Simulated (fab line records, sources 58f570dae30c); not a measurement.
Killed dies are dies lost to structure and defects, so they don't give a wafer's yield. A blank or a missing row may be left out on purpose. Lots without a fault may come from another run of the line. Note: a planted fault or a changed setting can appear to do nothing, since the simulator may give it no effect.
Which tool did it? ; flow berkeley cmos170 ; 39 wafers from 13 lots sampled at 5 of the route's 331 steps

WHAT THE GAUGES SHOWED, per wafer
UCB170_ACTIVE_THK_MEAS_06.
lot;measured;on;ACTIVE_NITRIDE_THK (nm)
L149;day 4 09:30;film metro-01;220.8 222.2 223.3
L151;day 4 09:31;film metro-02;222.5 222.2 221.0
L150;day 4 09:31;film metro-03;222.3 220.3 222.5
L152;day 5 00:58;film metro-03;223.7 222.5 221.4
L153;day 5 00:59;film metro-02;223.7 220.9 223.4
L154;day 5 03:58;film metro-03;219.5 220.6 219.8
L157;day 5 18:52;film metro-02;217.1 218.6 218.1
L156;day 5 18:53;film metro-01;219.9 221.4 222.1
L158;day 6 14:17;film metro-02;219.3 220.0 220.2
L161;day 6 14:21;film metro-02;220.3 218.2 219.5
L162;day 6 23:59;film metro-03;220.8 218.5 219.7
L171;day 8 16:17;film metro-01;216.2 215.5 215.6
L172;day 8 16:17;film metro-03;222.8 221.4 219.9

UCB170_PFIELD_TW_MEAS_09.
lot;measured;on;PFIELD_TW
L149;day 4 12:44;film metro-04;591 594 591
L151;day 4 13:25;film metro-03;608 610 615
L150;day 4 13:29;film metro-02;599 596 597
L152;day 5 05:47;film metro-02;602 603 600
L153;day 5 05:49;film metro-04;590 593 588
L154;day 5 10:43;film metro-02;601 600 601
L157;day 5 22:22;film metro-04;593 594 595
L156;day 5 22:17;film metro-03;603 607 606
L158;day 6 18:26;film metro-03;596 597 597
L161;day 6 18:46;film metro-04;542 545 547
L162;day 7 02:52;film metro-03;550 548 550
L171;day 8 20:04;film metro-03;597 595 594
L172;day 8 20:42;film metro-02;597 599 599

UCB170_SACOX_THK_MEAS_02.
lot;measured;on;SACOX_OXIDE_THK (nm)
L149;day 5 05:29;film metro-02;14.30 14.40 14.31
L151;day 5 05:30;film metro-04;14.19 14.27 14.37
L150;day 5 05:31;film metro-01;14.17 14.30 14.18
L152;day 5 23:42;film metro-02;14.06 13.86 14.32
L153;day 5 23:43;film metro-04;14.11 14.19 14.41
L154;day 6 04:13;film metro-04;14.23 14.23 14.18
L157;day 6 20:49;film metro-02;14.44 14.41 14.54
L156;day 6 20:51;film metro-01;14.24 14.46 14.35
L158;day 7 17:31;film metro-04;14.04 14.21 14.07
L161;day 7 17:32;film metro-01;14.13 13.85 13.94
L162;day 8 00:56;film metro-01;14.57 14.73 14.58
L171;day 9 10:47;film metro-01;14.56 14.36 14.56
L172;day 9 10:47;film metro-04;14.35 14.40 14.26

UCB170_SCREENOX_THK_MEAS_02.
lot;measured;on;SCREENOX_OXIDE_THK (nm)
L149;day 5 09:44;film metro-02;14.4 14.0 14.4
L151;day 5 09:45;film metro-03;14.3 14.4 14.2
L150;day 5 09:46;film metro-01;14.1 14.2 13.9
L152;day 6 05:53;film metro-02;13.8 14.1 14.1
L153;day 6 05:54;film metro-03;14.0 13.8 14.1
L154;day 6 09:58;film metro-01;15.1 14.9 14.8
L157;day 7 06:15;film metro-03;14.4 14.6 14.3
L156;day 7 06:17;film metro-02;14.2 14.1 14.2
L158;day 7 23:16;film metro-01;14.0 14.0 14.2
L161;day 7 23:17;film metro-02;14.0 14.0 14.1
L162;day 8 06:47;film metro-02;14.5 14.6 14.5
L171;day 9 13:55;film metro-02;14.3 14.4 14.6
L172;day 9 13:58;film metro-02;14.9 15.2 15.1

WHICH TOOL RAN EACH LOT (tool, then ch and the chambers of the sampled wafers, then the start)
lot;UCB170_PFIELD_IMPLANT_07
L149;implanter-03 ch 0, day 4 12:29
L151;implanter-02 ch 0, day 4 13:11
L150;implanter-01 ch 0, day 4 13:16
L152;implanter-03 ch 0, day 5 05:32
L153;implanter-01 ch 0, day 5 05:35
L154;implanter-01 ch 0, day 5 10:28
L157;implanter-01 ch 0, day 5 22:07
L156;implanter-03 ch 0, day 5 22:04
L158;implanter-03 ch 0, day 6 18:13
L161;implanter-01 ch 0, day 6 18:33
L162;implanter-01 ch 0, day 7 02:37
L171;implanter-03 ch 0, day 8 19:49
L172;implanter-02 ch 0, day 8 20:27
- UCB170_PFIELD_IMPLANT_07

AS READ BY THE TOOLS THEMSELVES (means over the sampled wafers that have a number; for cases with no such wafer, the mark the record gives instead)
UCB170_PFIELD_IMPLANT_07.
lot;tool;dose ions cm2;faraday current uA
L149;implanter-03;2e+13;64.5
L151;implanter-02;2e+13;63.9
L150;implanter-01;2e+13;64.3
L152;implanter-03;2e+13;64.2
L153;implanter-01;2e+13;63.9
L154;implanter-01;2e+13;63.7
L157;implanter-01;2e+13;63.6
L156;implanter-03;2e+13;62.3
L158;implanter-03;2e+13;63.8
L161;implanter-01;2e+13;48.5
L162;implanter-01;2e+13;47.7
L171;implanter-03;2e+13;63.7
L172;implanter-02;2e+13;62.3

THE ANSWER, worked out from the rows above alone
Rule: the usual values come from the lots themselves. Put in order of their means at a reading, lots are off if they are a third of the lots or fewer, leave a main group of 4 or more, and stand apart from it by a gap of 3 or more times the standard deviation of the main group's means; of several such gaps the widest counts. If all means in a main group match to the digits the tables above print for the reading, that group is not used. A lot without any number at a reading at which 4 lots or more have one is off too. All remaining lots with rows at the step are treated as sound. The gauges are gone through in route order, then the tools' own readings, and for those a lot's mean is taken as printed above. The first step at which some lot is off is used, and at that step the reading that is off furthest; a lot without a number counts as furthest.
Off: L161, L162, seen at UCB170_PFIELD_TW_MEAS_09 (PFIELD_TW). Mean 598 and standard deviation 5.7 in the main group.
If a tool, at a process step before that reading, ran all the lots that are off and no sound lot after the first of them, it fits. The gauges at UCB170_PFIELD_TW_MEAS_09 aren't tried: what is off there is off at UCB170_PFIELD_IMPLANT_07 too, on other tools, and a gauge's error can't cause that. One fits: UCB170_PFIELD_IMPLANT_07 on implanter-01. Its last sound lot is L157 (day 5 22:07), its first lot that is off L161 (day 6 18:33): a fault that began between those two fits.
The tool's own readings at UCB170_PFIELD_IMPLANT_07 bear it out: on the lots that are off they differ by more than 5 times the standard deviation of the sound lots' means. faraday current uA reads 48.1 there against 63.7 on the sound lots.

WHAT WAS PUT IN BY THE SIMULATOR
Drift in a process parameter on implanter-01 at UCB170_PFIELD_IMPLANT_07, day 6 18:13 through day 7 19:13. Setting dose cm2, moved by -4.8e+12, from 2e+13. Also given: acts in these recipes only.
Shown lots that were struck: L161, L162. The rule above reached the same finding.
